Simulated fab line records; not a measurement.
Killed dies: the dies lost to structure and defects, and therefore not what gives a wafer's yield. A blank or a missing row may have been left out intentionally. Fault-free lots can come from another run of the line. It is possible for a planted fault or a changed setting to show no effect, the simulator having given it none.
Which tool was responsible? || flow berkeley cmos170 || route of 331 steps, sampled at 1 step: 7 lots, 21 wafers

== WHAT EACH GAUGE READ, for each wafer ==
UCB170_NWELL_THK_MEAS_02.
{"lot": "L450", "measured": "day 2 09:40", "on": "film metro-02", "NWELL_OXIDE_THK (nm)": "25.0 25.2 25.2"}
{"lot": "L452", "measured": "day 2 20:45", "on": "film metro-03", "NWELL_OXIDE_THK (nm)": "25.9 25.5 25.7"}
{"lot": "L461", "measured": "day 4 13:07", "on": "film metro-03", "NWELL_OXIDE_THK (nm)": "27.1 27.6 27.2"}
{"lot": "L462", "measured": "day 4 17:58", "on": "film metro-03", "NWELL_OXIDE_THK (nm)": "27.0 27.5 27.2"}
{"lot": "L465", "measured": "day 5 16:05", "on": "film metro-04", "NWELL_OXIDE_THK (nm)": "26.6 26.0 26.9"}
{"lot": "L467", "measured": "day 5 23:16", "on": "film metro-04", "NWELL_OXIDE_THK (nm)": "27.7 27.7 27.1"}
{"lot": "L472", "measured": "day 7 02:37", "on": "film metro-04", "NWELL_OXIDE_THK (nm)": "26.5 26.6 26.5"}

== WHICH TOOL RAN EACH LOT (tool, then ch and the chambers of the sampled wafers, then the start) ==
Before these readings, the record contains no process step.

== THE ANSWER, worked out from the rows above alone ==
Rule: usual is defined by the lots themselves. The widest of any qualifying gaps counts: lots, ordered by their means at a reading, are off when they make up no more than a third of the lots, leave a main group of 4 or more, and stand apart from it by 3 or more times the standard deviation of that group's means. A main group is skipped when, at the precision printed for the reading in the tables above, its means are all equal. A lot without any number at a reading at which 4 lots or more have one is off too. Where the step has rows for the other lots, those lots are counted as sound.
No lot is off at any reading shown: from this, nothing can be told.

== WHAT WAS PUT IN BY THE SIMULATOR ==
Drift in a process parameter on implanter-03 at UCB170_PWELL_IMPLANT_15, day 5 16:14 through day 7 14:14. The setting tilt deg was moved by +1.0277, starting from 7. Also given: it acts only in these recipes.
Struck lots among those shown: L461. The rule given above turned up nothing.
